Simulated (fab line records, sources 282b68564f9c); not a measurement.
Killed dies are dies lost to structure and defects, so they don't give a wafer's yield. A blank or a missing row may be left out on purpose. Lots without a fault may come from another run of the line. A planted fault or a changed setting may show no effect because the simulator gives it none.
Which tool did it? | flow rit_cmos | 6 lots, 18 wafers sampled, at 2 steps of a route of 202

WHAT THE GAUGES READ, wafer by wafer
RIT_CONTACT_THK_MEAS_01.
lot  | measured    | on            | CONTACT_TEOS_THK (nm)
L972 | day 3 07:32 | film_metro-02 | 398 392 402
L974 | day 4 02:55 | film_metro-02 | 396 393 400
L980 | day 5 15:48 | film_metro-04 | 397 244 407
L986 | day 6 14:15 | film_metro-04 | 396 401 405
L989 | day 7 03:41 | film_metro-01 | 405 395 403
L992 | day 7 17:44 | film_metro-01 | 404 404 406

WHICH TOOL RAN EACH LOT (tool, then ch and the chambers of the sampled wafers, then the start)
lot  | RIT_CONTACT_CVD_00
L972 | pecvd-02 ch 0,1, day 3 07:29
L974 | pecvd-03 ch 0,2, day 4 02:52
L980 | pecvd-03 ch 0,1,2, day 5 15:45
L986 | pecvd-02 ch 0,1, day 6 14:11
L989 | pecvd-02 ch 0,2, day 7 03:37
L992 | pecvd-02 ch 0,1,2, day 7 17:41
- RIT_CONTACT_CVD_00: deposits SiO2 from TEOS, target thk 400 nm, time 61 s.

THE ANSWER, worked out from the rows above alone
Rule: what is usual is taken from the lots themselves. Put in order of their means at a reading, lots are off if they are a third of the lots or fewer, leave a main group of 4 or more, and stand apart from it by a gap of 3 or more times the standard deviation of the main group's means; of several such gaps the widest counts. A main group whose means are all the same, to the digits that the tables above print for the reading, isn't used. A lot without any number at a reading at which 4 lots or more have one is off too. The other lots that the step has rows for count as sound.
Off: L980, at RIT_CONTACT_THK_MEAS_01 (CONTACT_TEOS_THK). The main group: mean 400 nm, standard deviation 3.
A tool fits if, at a process step before that reading, it ran every lot that is off, and no sound lot after the first of them. The gauges at RIT_CONTACT_THK_MEAS_01 are tried like those tools. One fits: pecvd-03 at RIT_CONTACT_CVD_00. Its last sound lot is L974 (day 4 02:52), its first lot that is off L980 (day 5 15:45): a fault that began between those two fits.

WHAT THE SIMULATOR HAD PUT IN
Process parameter drift: pecvd-03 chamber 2, from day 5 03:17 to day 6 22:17, at RIT_CONTACT_CVD_00. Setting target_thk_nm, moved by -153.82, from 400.
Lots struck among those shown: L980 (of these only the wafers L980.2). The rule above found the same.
